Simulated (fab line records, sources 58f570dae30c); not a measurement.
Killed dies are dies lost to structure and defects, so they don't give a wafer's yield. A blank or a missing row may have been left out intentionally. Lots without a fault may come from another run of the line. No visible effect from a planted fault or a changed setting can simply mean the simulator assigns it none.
fab line records	flow berkeley-cmos170
record: lots: 24	wafers: 72	last-day: 12
route steps=331 shown NWELL@26 PWELL@48 GATE@128 PLDD@152 V2@302
lots that met no fault: from a run of the same line without faults
start-h: start of the lot's first displayed wafer, in hours after the record's first day	wait-h: how many hours have passed since the lot's step before this one	" unchanged from the row above	L1.1+2: several wafers, shown together as one row	- no value, or no start given	* or withheld: withheld	< > ~ a bound
route shown NAME@n: NAME is a module with steps in the file, n the number in the route of the first one	usual: average and standard deviation across the fault-free wafers	same: alike in all rows	chamber/n: place in a boat	sites: each site's reading	_std_site: their standard deviation	_edge_site: the outer-site mean with the inner-site mean subtracted	radius-mm: how far each site lies from the wafer's centre	mask NAME#n: copy n	behind: the tool/chamber that last shaped the wafer	hold: why the lot was held/for how many hours/how that ended	device: which transistor (n, p or np) failed to switch	end of line: the same wafers' tests at the end of the route	for a step that has no rows: nothing shown but its recipe	killed: at the first sort, the dies lost to defects and structure; wafer yield is something else	map: the dies of a wafer, with x for killed, . for not killed, _ for no die there
set.NAME: the setting the step ran with; set.NAME@STEP: the setting that earlier step ran with	model.NAME: the simulator's own value behind a step, which no gauge read
steps of the route over a sample of lots; a table a step, a row a wafer
services: when a tool's chamber went out of use (start-h, in hours from the record's first day, below 0 if earlier), for how many hours, and the reason
== steps ==
step: UCB170_NWELL_OVL_MEAS_12
usual: NWELL_OVL: -2/5.7
lot.wafer	tool	chamber	start-h	wait-h	NWELL_OVL[nm]
L074.1	overlay-01	-	42.54	-	-9
L074.2	"	-	"	"	-9
L074.6	"	-	"	"	-9
L075.1	overlay-02	-	42.81	-	5
L075.4	"	-	"	"	2
L075.5	"	-	"	"	8
L076.1	overlay-01	-	54.57	-	-3
L076.2	"	-	"	"	-2
L076.5	"	-	"	"	-7
L077.4	overlay-02	-	54.65	-	3
L077.5	"	-	"	"	6
L077.6	"	-	"	"	2
L078.2	overlay-01	-	56.43	-	4
L078.5	"	-	"	"	1
L078.6	"	-	"	"	2
L079.2	overlay-02	-	67.59	-	-11
L079.5	"	-	"	"	-10
L079.6	"	-	"	"	-11
L080.1	overlay-01	-	67.86	-	-6
L080.5	"	-	"	"	-10
L080.6	"	-	"	"	-16
L081.1	overlay-01	-	68.05	-	-11
L081.5	"	-	"	"	-5
L081.6	"	-	"	"	-7
L082.2	overlay-01	-	76.91	-	3
L082.3	"	-	"	"	2
L082.4	"	-	"	"	-7
L083.2	overlay-02	-	83.42	-	11
L083.3	"	-	"	"	1
L083.4	"	-	"	"	5
L084.3	overlay-01	-	85.08	-	-1
L084.5	"	-	"	"	-1
L084.6	"	-	"	"	7
L086.2	overlay-01	-	92.63	-	0
L086.5	"	-	"	"	-3
L086.6	"	-	"	"	-3
L085.2	overlay-02	-	92.74	-	-6
L085.3	"	-	"	"	-8
L085.6	"	-	"	"	1
L087.2	overlay-02	-	105.82	-	-2
L087.3	"	-	"	"	-5
L087.5	"	-	"	"	-6
L089.1	overlay-02	-	106.09	-	4
L089.3	"	-	"	"	-2
L089.6	"	-	"	"	-2
L088.3	overlay-02	-	106.37	-	5
L088.4	"	-	"	"	-3
L088.5	"	-	"	"	0
L090.2	overlay-02	-	123.25	-	-1
L090.4	"	-	"	"	-4
L090.5	"	-	"	"	0
L093.2	overlay-01	-	132.95	-	0
L093.3	"	-	"	"	-12
L093.4	"	-	"	"	-5
L092.1	overlay-02	-	133.39	-	-7
L092.3	"	-	"	"	1
L092.5	"	-	"	"	-6
L094.1	overlay-01	-	133.49	-	-4
L094.2	"	-	"	"	-6
L094.5	"	-	"	"	-6
L091.2	overlay-02	-	133.67	-	-11
L091.3	"	-	"	"	-4
L091.5	"	-	"	"	-7
L095.1	overlay-01	-	140.14	-	4
L095.3	"	-	"	"	6
L095.4	"	-	"	"	2
L097.2	overlay-01	-	148.27	-	5
L097.3	"	-	"	"	4
L097.6	"	-	"	"	-7
L096.3	overlay-01	-	149.30	-	-5
L096.4	"	-	"	"	-2
L096.5	"	-	"	"	-12
step: UCB170_PWELL_ETCH_14
recipe: chemistry: CH3F/Ar/O2	target: Si3N4	stop-on: SiO2	CH3F_flow_sccm: 20	Ar_flow_sccm: 50	O2_flow_sccm: 7	pressure-mtorr: 50	rf-w: 450	target-depth-a: 2420	over-etch-frac: 0.1	time-s: 151
usual: O2_flow_sccm: 7.004/0.021	drypump-motor-current-A: 5.5/0.42	oes-product-au: 0.937/0.013	throttle-valve-pct: 8.04/0.14
lot.wafer	tool	chamber	start-h	wait-h	O2_flow_sccm	drypump-motor-current-A	oes-product-au	rf-hours-counter-h	throttle-valve-pct
L074.1	rie-diel-04	0	59.36	0.0	6.979	5.3	0.923	23	8.09
L074.2	"	2	"	"	6.996	5.3	0.927	145	8.21
L074.6	"	1	"	"	6.988	4.8	0.927	-	7.83
L075.1	rie-diel-02	2	59.60	0.0	7.006	5.3	0.935	2	8.01
L075.4	"	3	"	"	6.980	6.0	0.931	4	7.94
L075.5	"	0	"	"	6.975	5.5	0.947	-	8.13
L077.4	rie-diel-04	0	74.96	0.0	6.983	5.3	0.942	24	8.11
L077.5	"	2	"	"	7.007	5.3	0.913	-	8.21
L077.6	"	3	"	"	6.991	5.3	0.941	-	8.14
L076.1	rie-diel-02	3	75.08	0.0	6.974	6.0	0.930	5	7.92
L076.2	"	2	"	"	6.981	5.4	0.932	2	8.01
L076.5	"	1	"	"	6.981	5.6	0.927	-	8.08
L078.2	rie-diel-01	1	75.24	0.0	7.033	5.2	0.941	19	7.86
L078.5	"	0	"	"	7.021	6.2	0.939	-	7.92
L078.6	"	3	"	"	7.013	6.2	0.959	-	8.11
L079.2	rie-diel-02	0	86.90	0.0	6.985	5.5	0.951	61	8.13
L079.5	"	2	"	"	6.963	5.4	0.941	-	8.01
L079.6	"	3	"	"	7.006	6.0	0.940	-	7.93
L081.1	rie-diel-04	1	87.03	0.0	6.962	4.8	0.920	22	7.84
L081.5	"	0	"	"	7.024	5.3	0.930	-	8.08
L081.6	"	3	"	"	7.010	5.4	0.946	-	8.14
L080.1	rie-diel-01	2	87.25	0.0	7.022	5.4	0.943	8	8.28
L080.5	"	1	"	"	7.006	5.2	0.953	-	7.88
L080.6	"	2	"	"	7.006	5.4	0.937	-	8.28
L082.2	rie-diel-01	3	97.64	0.0	7.030	6.2	0.951	48	8.08
L082.3	"	1	"	"	7.016	5.2	0.943	20	7.89
L082.4	"	0	"	"	7.023	6.2	0.935	93	7.94
L083.2	rie-diel-04	3	108.49	0.0	7.032	5.4	0.940	107	8.13
L083.3	"	2	"	"	7.018	5.3	0.909	147	8.21
L083.4	"	0	"	"	6.977	5.3	0.922	26	8.10
L084.3	rie-diel-01	3	108.74	0.0	7.000	6.2	0.955	49	8.10
L084.5	"	3	"	"	6.973	6.2	0.957	-	8.09
L084.6	"	0	"	"	7.012	6.1	0.950	-	7.94
L085.2	rie-diel-04	0	117.46	0.0	6.997	5.3	0.931	26	8.10
L085.3	"	1	"	"	6.988	4.8	0.923	24	7.81
L085.6	"	2	"	"	6.996	5.3	0.916	-	8.20
L086.2	rie-diel-01	0	117.70	0.0	6.963	6.2	0.950	94	7.91
L086.5	"	1	"	"	7.019	5.2	0.955	-	7.86
L086.6	"	2	"	"	6.983	5.4	0.946	-	8.26
L087.2	rie-diel-02	1	128.47	0.0	7.030	5.6	0.939	143	8.09
L087.3	"	3	"	"	7.015	6.0	0.931	8	7.93
L087.5	"	3	"	"	7.036	6.0	0.928	-	7.92
L089.1	rie-diel-04	2	128.58	0.0	7.016	5.3	0.916	148	8.22
L089.3	"	0	"	"	7.002	5.3	0.927	27	8.09
L089.6	"	1	"	"	6.966	4.8	0.918	-	7.83
L088.3	rie-diel-01	3	128.74	0.0	7.023	6.2	0.958	50	8.08
L088.4	"	1	"	"	7.021	5.2	0.950	22	7.88
L088.5	"	1	"	"	7.022	5.2	0.930	-	7.88
L090.2	rie-diel-04	1	139.63	0.0	7.038	4.8	0.922	25	7.85
L090.4	"	2	"	"	6.974	5.3	0.922	149	8.21
L090.5	"	2	"	"	7.012	5.3	0.918	-	8.19
L093.2	rie-diel-02	3	151.18	0.0	7.011	5.9	0.923	9	7.91
L093.3	"	2	"	"	7.010	5.4	0.935	6	8.01
L093.4	"	1	"	"	7.004	5.6	0.932	144	8.08
L091.2	rie-diel-01	2	151.39	0.0	7.019	5.4	0.924	11	8.26
L091.3	"	0	"	"	7.025	6.2	0.942	96	7.92
L091.5	"	1	"	"	7.021	5.2	0.935	-	7.88
L094.1	rie-diel-04	3	151.90	0.0	7.019	5.4	0.944	109	8.14
L094.2	"	0	"	"	6.984	5.3	0.940	28	8.09
L094.5	"	3	"	"	7.017	5.4	0.948	-	8.14
L092.1	rie-diel-02	3	163.35	0.0	7.001	6.0	0.930	9	7.93
L092.3	"	1	"	"	7.008	5.6	0.946	144	8.07
L092.5	"	2	"	"	7.009	5.4	0.935	-	8.01
L095.1	rie-diel-01	2	163.56	0.0	7.049	5.4	0.938	12	8.26
L095.3	"	0	"	"	7.024	6.2	0.944	96	7.92
L095.4	"	1	"	"	7.022	5.2	0.946	23	7.89
L096.3	rie-diel-01	0	170.41	0.0	6.991	6.2	0.943	96	7.92
L096.4	"	1	"	"	7.002	5.2	0.939	23	7.88
L096.5	"	1	"	"	7.000	5.2	0.951	-	7.89
L097.2	rie-diel-04	2	170.90	0.0	6.974	5.3	0.916	151	8.21
L097.3	"	1	"	"	7.021	4.8	0.911	27	7.82
L097.6	"	2	"	"	7.012	5.3	0.915	-	8.21
step: UCB170_PWELL_TW_MEAS_17
usual: PWELL_TW: 375.6/3
lot.wafer	tool	chamber	start-h	wait-h	PWELL_TW
L074.1	film-metro-01	-	59.71	0.1	378.2
L074.2	"	-	"	"	379.6
L074.6	"	-	"	"	377.3
L075.1	film-metro-02	-	59.95	0.1	373.6
L075.4	"	-	"	"	373.9
L075.5	"	-	"	"	372.1
L077.4	film-metro-01	-	75.34	0.1	379.1
L077.5	"	-	"	"	378.4
L077.6	"	-	"	"	379.2
L076.1	film-metro-02	-	75.43	0.1	373.7
L076.2	"	-	"	"	373.7
L076.5	"	-	"	"	372.9
L078.2	film-metro-03	-	75.60	0.1	377.7
L078.5	"	-	"	"	377.3
L078.6	"	-	"	"	379.9
L079.2	film-metro-02	-	87.26	0.1	373.7
L079.5	"	-	"	"	372.0
L079.6	"	-	"	"	372.1
L081.1	film-metro-03	-	87.38	0.1	378.7
L081.5	"	-	"	"	376.6
L081.6	"	-	"	"	377.4
L080.1	film-metro-03	-	87.60	0.1	376.1
L080.5	"	-	"	"	378.8
L080.6	"	-	"	"	377.9
L082.2	film-metro-03	-	98.00	0.1	378.9
L082.3	"	-	"	"	380.1
L082.4	"	-	"	"	379.2
L083.2	film-metro-03	-	108.85	0.1	378.7
L083.3	"	-	"	"	378.4
L083.4	"	-	"	"	376.3
L084.3	film-metro-03	-	109.11	0.1	377.7
L084.5	"	-	"	"	377.0
L084.6	"	-	"	"	378.0
L085.2	film-metro-01	-	117.84	0.1	377.9
L085.3	"	-	"	"	377.0
L085.6	"	-	"	"	379.1
L086.2	film-metro-03	-	118.06	0.1	378.1
L086.5	"	-	"	"	377.7
L086.6	"	-	"	"	378.6
L087.2	film-metro-01	-	128.83	0.1	378.1
L087.3	"	-	"	"	377.7
L087.5	"	-	"	"	379.4
L089.1	film-metro-03	-	128.93	0.1	375.9
L089.3	"	-	"	"	374.2
L089.6	"	-	"	"	374.4
L088.3	film-metro-02	-	129.11	0.1	371.9
L088.4	"	-	"	"	371.4
L088.5	"	-	"	"	371.5
L090.2	film-metro-01	-	139.99	0.1	378.4
L090.4	"	-	"	"	379.7
L090.5	"	-	"	"	377.8
L093.2	film-metro-02	-	151.54	0.1	370.1
L093.3	"	-	"	"	372.7
L093.4	"	-	"	"	370.7
L091.2	film-metro-03	-	151.75	0.1	374.2
L091.3	"	-	"	"	374.6
L091.5	"	-	"	"	374.6
L094.1	film-metro-02	-	152.25	0.1	372.2
L094.2	"	-	"	"	369.4
L094.5	"	-	"	"	372.2
L092.1	film-metro-02	-	163.70	0.1	371.9
L092.3	"	-	"	"	372.1
L092.5	"	-	"	"	372.5
L095.1	film-metro-02	-	163.91	0.1	372.3
L095.3	"	-	"	"	370.0
L095.4	"	-	"	"	371.7
L096.3	film-metro-01	-	170.78	0.1	378.4
L096.4	"	-	"	"	377.8
L096.5	"	-	"	"	377.7
L097.2	film-metro-02	-	171.26	0.1	371.0
L097.3	"	-	"	"	371.9
L097.6	"	-	"	"	370.1
step: UCB170_GATE_THK_MEAS_02
recipe: reads: SiO2_of_GATE_OXIDATION_01
usual: GATE_OXIDE_THK: 6.59/0.11
lot.wafer	tool	chamber	start-h	wait-h	GATE_OXIDE_THK[nm]
L075.1	film-metro-01	-	141.96	0.0	6.75
L075.4	"	-	"	"	6.68
L075.5	"	-	"	"	6.65
L074.1	film-metro-01	-	142.02	0.1	6.81
L074.2	"	-	"	"	6.64
L074.6	"	-	"	"	6.69
L076.1	film-metro-04	-	153.31	0.0	6.45
L076.2	"	-	"	"	6.54
L076.5	"	-	"	"	6.52
L077.4	film-metro-04	-	153.40	0.1	6.37
L077.5	"	-	"	"	6.53
L077.6	"	-	"	"	6.47
L078.2	film-metro-04	-	153.44	0.1	6.64
L078.5	"	-	"	"	6.60
L078.6	"	-	"	"	6.48
L080.1	film-metro-03	-	168.85	0.0	6.66
L080.5	"	-	"	"	6.76
L080.6	"	-	"	"	6.57
L081.1	film-metro-01	-	168.85	0.0	6.68
L081.5	"	-	"	"	6.59
L081.6	"	-	"	"	6.59
L079.2	film-metro-04	-	168.86	0.0	6.79
L079.5	"	-	"	"	6.70
L079.6	"	-	"	"	6.65
L082.2	film-metro-04	-	180.67	0.0	6.72
L082.3	"	-	"	"	6.55
L082.4	"	-	"	"	6.63
L085.2	film-metro-03	-	188.09	0.0	6.66
L085.3	"	-	"	"	6.62
L085.6	"	-	"	"	6.58
L084.3	film-metro-04	-	188.10	0.0	6.52
L084.5	"	-	"	"	6.56
L084.6	"	-	"	"	6.55
L083.2	film-metro-03	-	188.15	0.1	6.60
L083.3	"	-	"	"	6.69
L083.4	"	-	"	"	6.55
L086.2	film-metro-04	-	188.15	0.1	6.48
L086.5	"	-	"	"	6.61
L086.6	"	-	"	"	6.62
L089.1	film-metro-04	-	202.26	0.0	6.60
L089.3	"	-	"	"	6.52
L089.6	"	-	"	"	6.40
L087.2	film-metro-03	-	202.27	0.0	6.57
L087.3	"	-	"	"	6.50
L087.5	"	-	"	"	6.42
L088.3	film-metro-01	-	202.28	0.0	6.57
L088.4	"	-	"	"	6.58
L088.5	"	-	"	"	6.47
L090.2	film-metro-04	-	219.08	0.0	6.56
L090.4	"	-	"	"	6.60
L090.5	"	-	"	"	6.61
L094.1	film-metro-04	-	233.60	0.0	6.49
L094.2	"	-	"	"	6.57
L094.5	"	-	"	"	6.55
L091.2	film-metro-03	-	233.61	0.0	6.51
L091.3	"	-	"	"	6.68
L091.5	"	-	"	"	6.55
L093.2	film-metro-01	-	233.61	0.0	6.60
L093.3	"	-	"	"	6.68
L093.4	"	-	"	"	6.64
L095.1	film-metro-01	-	244.47	0.0	6.64
L095.3	"	-	"	"	6.55
L095.4	"	-	"	"	6.60
L096.3	film-metro-04	-	244.49	0.0	6.53
L096.4	"	-	"	"	6.68
L096.5	"	-	"	"	6.62
L092.1	film-metro-01	-	244.53	0.1	6.24
L092.3	"	-	"	"	6.36
L092.5	"	-	"	"	6.42
L097.2	film-metro-03	-	244.54	0.1	6.42
L097.3	"	-	"	"	6.64
L097.6	"	-	"	"	6.58
step: UCB170_PLDD_OVL_MEAS_07
usual: PLDD_OVL: 3/5.4
lot.wafer	tool	chamber	start-h	wait-h	PLDD_OVL[nm]
L075.1	overlay-02	-	152.14	0.1	2
L075.4	"	-	"	"	1
L075.5	"	-	"	"	-6
L074.1	overlay-02	-	152.38	0.1	-2
L074.2	"	-	"	"	1
L074.6	"	-	"	"	1
L076.1	overlay-02	-	164.21	0.1	4
L076.2	"	-	"	"	0
L076.5	"	-	"	"	8
L078.2	overlay-01	-	164.65	0.1	11
L078.5	"	-	"	"	1
L078.6	"	-	"	"	2
L077.4	overlay-01	-	165.00	0.1	2
L077.5	"	-	"	"	0
L077.6	"	-	"	"	-2
L081.1	overlay-02	-	180.71	0.1	-6
L081.5	"	-	"	"	2
L081.6	"	-	"	"	-5
L080.1	overlay-02	-	181.06	0.1	0
L080.5	"	-	"	"	1
L080.6	"	-	"	"	0
L079.2	overlay-01	-	181.34	0.1	10
L079.5	"	-	"	"	4
L079.6	"	-	"	"	12
L082.2	overlay-02	-	191.46	0.1	-4
L082.3	"	-	"	"	-5
L082.4	"	-	"	"	-7
L085.2	overlay-02	-	200.37	0.1	7
L085.3	"	-	"	"	-2
L085.6	"	-	"	"	8
L084.3	overlay-01	-	200.59	0.1	-1
L084.5	"	-	"	"	9
L084.6	"	-	"	"	12
L083.2	overlay-01	-	201.06	0.1	0
L083.3	"	-	"	"	13
L083.4	"	-	"	"	1
L086.2	overlay-01	-	201.18	0.1	0
L086.5	"	-	"	"	-2
L086.6	"	-	"	"	10
L087.2	overlay-01	-	213.25	0.1	13
L087.3	"	-	"	"	12
L087.5	"	-	"	"	-6
L089.1	overlay-01	-	213.52	0.1	5
L089.3	"	-	"	"	11
L089.6	"	-	"	"	-6
L088.3	overlay-01	-	213.76	0.1	3
L088.4	"	-	"	"	-1
L088.5	"	-	"	"	2
L090.2	overlay-02	-	231.09	0.1	7
L090.4	"	-	"	"	5
L090.5	"	-	"	"	0
L091.2	overlay-01	-	243.15	0.1	2
L091.3	"	-	"	"	-2
L091.5	"	-	"	"	0
L093.2	overlay-01	-	243.73	0.1	9
L093.3	"	-	"	"	2
L093.4	"	-	"	"	4
L094.1	overlay-02	-	244.00	0.1	10
L094.2	"	-	"	"	11
L094.5	"	-	"	"	11
L095.1	overlay-01	-	254.17	0.1	9
L095.3	"	-	"	"	8
L095.4	"	-	"	"	8
L096.3	overlay-01	-	254.32	0.1	14
L096.4	"	-	"	"	11
L096.5	"	-	"	"	5
L092.1	overlay-01	-	254.45	0.1	-2
L092.3	"	-	"	"	1
L092.5	"	-	"	"	2
L097.2	overlay-02	-	254.58	0.1	5
L097.3	"	-	"	"	10
L097.6	"	-	"	"	8
step: UCB170_V2_PEB_10
recipe: peb-temp-c: 130	peb-time-s: withheld	resist: KrF
usual: chill-plate-temp-C: 22.99/0.11	plate-sensor-t-centre-C: 131.41/0.011	plate-sensor-t-edge-C: 131.53/0.011
lot.wafer	tool	chamber	start-h	wait-h	chill-plate-temp-C	plate-sensor-t-centre-C	plate-sensor-t-edge-C
L075.1	litho-track-03	0	184.01	0.3	23.06	131.43	131.54
L075.4	"	0	"	"	23.07	131.42	131.55
L075.5	"	0	"	"	23.01	131.41	131.53
L074.1	litho-track-02	0	188.65	0.1	22.89	131.41	131.52
L074.2	"	0	"	"	23.05	131.4	131.54
L074.6	"	0	"	"	23.06	131.41	131.55
L078.2	litho-track-04	0	195.88	0.4	23.02	131.41	131.55
L078.5	"	0	"	"	22.92	131.41	131.54
L078.6	"	0	"	"	23.09	131.41	131.51
L076.1	litho-track-02	0	197.96	0.6	23.08	131.41	131.53
L076.2	"	0	"	"	22.86	131.37	131.54
L076.5	"	0	"	"	22.95	131.4	131.54
L077.4	litho-track-04	0	198.21	0.4	22.95	131.41	131.54
L077.5	"	0	"	"	22.96	131.41	131.53
L077.6	"	0	"	"	23.10	131.4	131.52
L079.2	litho-track-03	0	212.60	0.3	23.13	131.41	131.53
L079.5	"	0	"	"	23.03	131.41	131.54
L079.6	"	0	"	"	23.19	131.41	131.52
L081.1	litho-track-02	0	213.70	0.6	23.09	131.42	131.51
L081.5	"	0	"	"	23.01	131.42	131.54
L081.6	"	0	"	"	22.93	131.4	131.52
L080.1	litho-track-04	0	213.76	0.5	23.03	131.41	131.53
L080.5	"	0	"	"	22.96	131.42	131.53
L080.6	"	0	"	"	23.00	131.41	131.52
L082.2	litho-track-04	0	228.52	0.1	22.90	131.41	131.54
L082.3	"	0	"	"	22.93	131.42	131.54
L082.4	"	0	"	"	23.03	131.41	131.52
L085.2	litho-track-03	0	235.37	0.7	22.82	131.39	131.55
L085.3	"	0	"	"	22.87	131.42	131.51
L085.6	"	0	"	"	22.87	131.4	131.53
L083.2	litho-track-03	0	236.65	0.4	22.89	131.42	131.53
L083.3	"	0	"	"	22.95	131.42	131.53
L083.4	"	0	"	"	23.01	131.4	131.53
L086.2	litho-track-03	0	238.20	0.3	22.85	131.39	131.53
L086.5	"	0	"	"	22.90	131.41	131.52
L086.6	"	0	"	"	22.90	131.41	131.54
L084.3	litho-track-03	0	238.50	0.3	22.95	131.4	131.53
L084.5	"	0	"	"	23.03	131.43	131.54
L084.6	"	0	"	"	23.02	131.41	131.53
L087.2	litho-track-03	0	245.54	0.3	22.97	131.4	131.54
L087.3	"	0	"	"	23.01	131.41	131.52
L087.5	"	0	"	"	22.97	131.42	131.51
L088.3	litho-track-03	0	248.02	0.1	22.92	131.41	131.53
L088.4	"	0	"	"	23.05	131.41	131.53
L088.5	"	0	"	"	22.93	131.4	131.55
L089.1	litho-track-03	0	248.74	0.1	23.00	131.42	131.55
L089.3	"	0	"	"	22.91	131.42	131.55
L089.6	"	0	"	"	22.97	131.43	131.53
L090.2	litho-track-03	0	264.07	0.1	23.22	131.43	131.54
L090.4	"	0	"	"	23.22	131.44	131.54
L090.5	"	0	"	"	23.21	131.41	131.53
L094.1	litho-track-04	0	273.29	0.1	22.95	131.42	131.54
L094.2	"	0	"	"	22.93	131.41	131.52
L094.5	"	0	"	"	23.16	131.41	131.53
L091.2	litho-track-04	0	-	-	22.94	131.42	131.51
L091.3	"	0	"	"	23.05	131.42	131.53
L091.5	"	0	"	"	22.76	131.42	131.54
L093.2	litho-track-04	0	-	-	23.23	131.4	131.53
L093.3	"	0	"	"	23.04	131.39	131.53
L093.4	"	0	"	"	23.11	131.42	131.53
L095.1	litho-track-04	0	289.57	0.3	22.90	131.41	131.53
L095.3	"	0	"	"	23.07	131.39	131.54
L095.4	"	0	"	"	22.89	131.42	131.53
L092.1	litho-track-02	0	292.92	1.0	22.88	131.4	131.52
L092.3	"	0	"	"	23.04	131.4	131.51
L092.5	"	0	"	"	23.10	131.41	131.52
L097.2	litho-track-03	0	-	-	23.10	131.41	131.53
L097.3	"	0	"	"	22.93	131.39	131.52
L097.6	"	0	"	"	22.95	131.41	131.55
L096.3	litho-track-04	0	293.53	1.0	22.94	131.41	131.51
L096.4	"	0	"	"	22.75	131.43	131.55
L096.5	"	0	"	"	22.92	131.4	131.53
== services ==
tool	chamber	start-h	hours	kind
rie-diel-04	2	82.90	9.5	repair
rie-diel-04	3	154.08	7.4	repair
rie-diel-04	3	181.72	6.8	repair
rie-diel-04	2	182.19	11.9	repair
rie-diel-01	3	199.35	16.5	repair
rie-diel-04	2	204.70	9.7	repair
rie-diel-02	1	207.43	-	clean
rie-diel-02	1	207.43	16.0	scheduled-down
rie-diel-02	1	207.43	16.0	vent-cycle
rie-diel-04	2	214.44	-	clean
rie-diel-04	2	214.44	12.6	scheduled-down
rie-diel-04	2	214.44	12.6	vent-cycle
rie-diel-01	1	223.39	7.0	repair
rie-diel-01	2	264.73	4.3	repair
rie-diel-04	3	265.15	1.2	repair
== key ==
fault none
